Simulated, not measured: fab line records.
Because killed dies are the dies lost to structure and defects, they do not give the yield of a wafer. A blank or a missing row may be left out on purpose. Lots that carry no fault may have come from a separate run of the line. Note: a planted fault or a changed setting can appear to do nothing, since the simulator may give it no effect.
Which tool was responsible? / flow berkeley cmos170 / 15 lots with 45 wafers sampled at 2 steps, on a route of 331 steps

## WHAT EACH GAUGE READ, for each wafer
UCB170_GATE_THK_MEAS_05. Usual: GATE_POLY_THK typically reads 214.9 nm, with standard deviation 2.4.
lot=L559; measured=day 7 09:59; on=film metro-01; GATE_POLY_THK (nm)=213.4 213.1 212.6; flag=
lot=L561; measured=day 8 00:29; on=film metro-04; GATE_POLY_THK (nm)=215.2 216.0 216.1; flag=
lot=L562; measured=day 8 00:26; on=film metro-02; GATE_POLY_THK (nm)=218.1 216.2 217.1; flag=
lot=L563; measured=day 8 00:26; on=film metro-01; GATE_POLY_THK (nm)=215.8 215.7 215.7; flag=
lot=L564; measured=day 8 00:29; on=film metro-01; GATE_POLY_THK (nm)=218.3 216.9 215.7; flag=
lot=L565; measured=day 8 00:26; on=film metro-04; GATE_POLY_THK (nm)=217.5 217.0 216.0; flag=
lot=L566; measured=day 8 17:27; on=film metro-04; GATE_POLY_THK (nm)=120.5 119.1 117.7; flag=OFF
lot=L567; measured=day 8 17:26; on=film metro-01; GATE_POLY_THK (nm)=116.3 117.6 116.4; flag=OFF
lot=L568; measured=day 8 17:23; on=film metro-04; GATE_POLY_THK (nm)=117.2 117.8 116.3; flag=OFF
lot=L569; measured=day 9 12:30; on=film metro-04; GATE_POLY_THK (nm)=214.8 216.3 216.3; flag=
lot=L572; measured=day 9 12:32; on=film metro-02; GATE_POLY_THK (nm)=213.2 214.4 213.4; flag=
lot=L576; measured=day 10 05:28; on=film metro-02; GATE_POLY_THK (nm)=215.6 215.0 212.9; flag=
lot=L578; measured=day 10 05:27; on=film metro-04; GATE_POLY_THK (nm)=210.5 209.6 208.4; flag=
lot=L581; measured=day 11 07:56; on=film metro-04; GATE_POLY_THK (nm)=217.8 217.4 220.1; flag=
lot=L582; measured=day 11 12:08; on=film metro-04; GATE_POLY_THK (nm)=214.1 215.7 215.4; flag=

## TOOL THAT RAN EACH LOT (tool first, then ch and the chambers of the sampled wafers, then the start)
lot=L559; UCB170_GATE_CVD_04=lpcvd-01 ch 1, day 7 08:35
lot=L561; UCB170_GATE_CVD_04=lpcvd-01 ch 0, day 7 23:02
lot=L562; UCB170_GATE_CVD_04=lpcvd-01 ch 1, day 7 23:02
lot=L563; UCB170_GATE_CVD_04=lpcvd-01 ch 0, day 7 23:02
lot=L564; UCB170_GATE_CVD_04=lpcvd-01 ch 0, day 7 23:02
lot=L565; UCB170_GATE_CVD_04=lpcvd-01 ch 1, day 7 23:02
lot=L566; UCB170_GATE_CVD_04=lpcvd-01 ch 0, day 8 15:59
lot=L567; UCB170_GATE_CVD_04=lpcvd-01 ch 1, day 8 15:59
lot=L568; UCB170_GATE_CVD_04=lpcvd-01 ch 0, day 8 15:59
lot=L569; UCB170_GATE_CVD_04=lpcvd-02 ch 0, day 9 11:04
lot=L572; UCB170_GATE_CVD_04=lpcvd-02 ch 1, day 9 11:04
lot=L576; UCB170_GATE_CVD_04=lpcvd-02 ch 0, day 10 03:59
lot=L578; UCB170_GATE_CVD_04=lpcvd-02 ch 0, day 10 03:59
lot=L581; UCB170_GATE_CVD_04=lpcvd-01 ch 0, day 11 06:32
lot=L582; UCB170_GATE_CVD_04=lpcvd-01 ch 0, day 11 10:44
- UCB170_GATE_CVD_04: deposits poly-Si from SiH4, time 1440 s, target thk 214 nm.

## AS READ BY THE TOOLS THEMSELVES (means over the sampled wafers that have a number; for cases with no such wafer, the mark the record gives instead)
UCB170_GATE_CVD_04. Usual: spike tc centre C 612.6 C, standard deviation 1.1; spike tc load C 634.3 C, standard deviation 2.1; spike tc source C 631.9 C, standard deviation 1.7; susceptor temp C 610.01 C, standard deviation 0.28.
lot=L559; tool=lpcvd-01; spike tc centre C (C)=613.3; spike tc load C (C)=635.1; spike tc source C (C)=630.8; susceptor temp C (C)=610.07; flag=
lot=L561; tool=lpcvd-01; spike tc centre C (C)=613.7; spike tc load C (C)=634.3; spike tc source C (C)=630.7; susceptor temp C (C)=609.85; flag=
lot=L562; tool=lpcvd-01; spike tc centre C (C)=612.4; spike tc load C (C)=634.2; spike tc source C (C)=631.2; susceptor temp C (C)=609.90; flag=
lot=L563; tool=lpcvd-01; spike tc centre C (C)=614.0; spike tc load C (C)=634.8; spike tc source C (C)=631.0; susceptor temp C (C)=609.75; flag=
lot=L564; tool=lpcvd-01; spike tc centre C (C)=612.8; spike tc load C (C)=634.4; spike tc source C (C)=631.8; susceptor temp C (C)=610.29; flag=
lot=L565; tool=lpcvd-01; spike tc centre C (C)=612.7; spike tc load C (C)=634.5; spike tc source C (C)=630.5; susceptor temp C (C)=610.22; flag=
lot=L566; tool=lpcvd-01; spike tc centre C (C)=589.1; spike tc load C (C)=609.7; spike tc source C (C)=605.5; susceptor temp C (C)=584.66; flag=OFF
lot=L567; tool=lpcvd-01; spike tc centre C (C)=588.5; spike tc load C (C)=609.5; spike tc source C (C)=606.2; susceptor temp C (C)=585.25; flag=OFF
lot=L568; tool=lpcvd-01; spike tc centre C (C)=588.2; spike tc load C (C)=609.4; spike tc source C (C)=606.1; susceptor temp C (C)=584.99; flag=OFF
lot=L569; tool=lpcvd-02; spike tc centre C (C)=611.3; spike tc load C (C)=635.4; spike tc source C (C)=633.9; susceptor temp C (C)=609.91; flag=
lot=L572; tool=lpcvd-02; spike tc centre C (C)=611.8; spike tc load C (C)=628.3; spike tc source C (C)=630.1; susceptor temp C (C)=609.93; flag=
lot=L576; tool=lpcvd-02; spike tc centre C (C)=612.6; spike tc load C (C)=635.1; spike tc source C (C)=633.4; susceptor temp C (C)=610.26; flag=
lot=L578; tool=lpcvd-02; spike tc centre C (C)=612.4; spike tc load C (C)=635.2; spike tc source C (C)=633.9; susceptor temp C (C)=609.79; flag=
lot=L581; tool=lpcvd-01; spike tc centre C (C)=612.1; spike tc load C (C)=634.4; spike tc source C (C)=630.9; susceptor temp C (C)=609.99; flag=
lot=L582; tool=lpcvd-01; spike tc centre C (C)=613.3; spike tc load C (C)=634.7; spike tc source C (C)=631.6; susceptor temp C (C)=610.36; flag=

## THE ANSWER, worked out from the rows above alone
Rule: a lot is off if the mean of its wafers that have a number lies more than 3 standard deviations from the usual mean. Also off: a lot with no number at a reading for which 4 or more lots have one. All remaining lots with rows at the step are treated as sound. First the gauges in route order, then the tools' own readings, where a lot's mean is used as printed above. The first step at which some lot is off is used, and at that step the reading that is off furthest; a lot without a number counts as furthest.
Off: L566, L567, L568, seen at UCB170_GATE_THK_MEAS_05 (GATE_POLY_THK).
A tool fits if, at a process step before that reading, it ran every lot that is off, and no sound lot after the first of them. The gauges at UCB170_GATE_THK_MEAS_05 aren't tried: what is off there is off at UCB170_GATE_CVD_04 too, on other tools, and a gauge's error can't cause that. Not one of the candidates tried fits.

## WHAT THE SIMULATOR HAD INSERTED
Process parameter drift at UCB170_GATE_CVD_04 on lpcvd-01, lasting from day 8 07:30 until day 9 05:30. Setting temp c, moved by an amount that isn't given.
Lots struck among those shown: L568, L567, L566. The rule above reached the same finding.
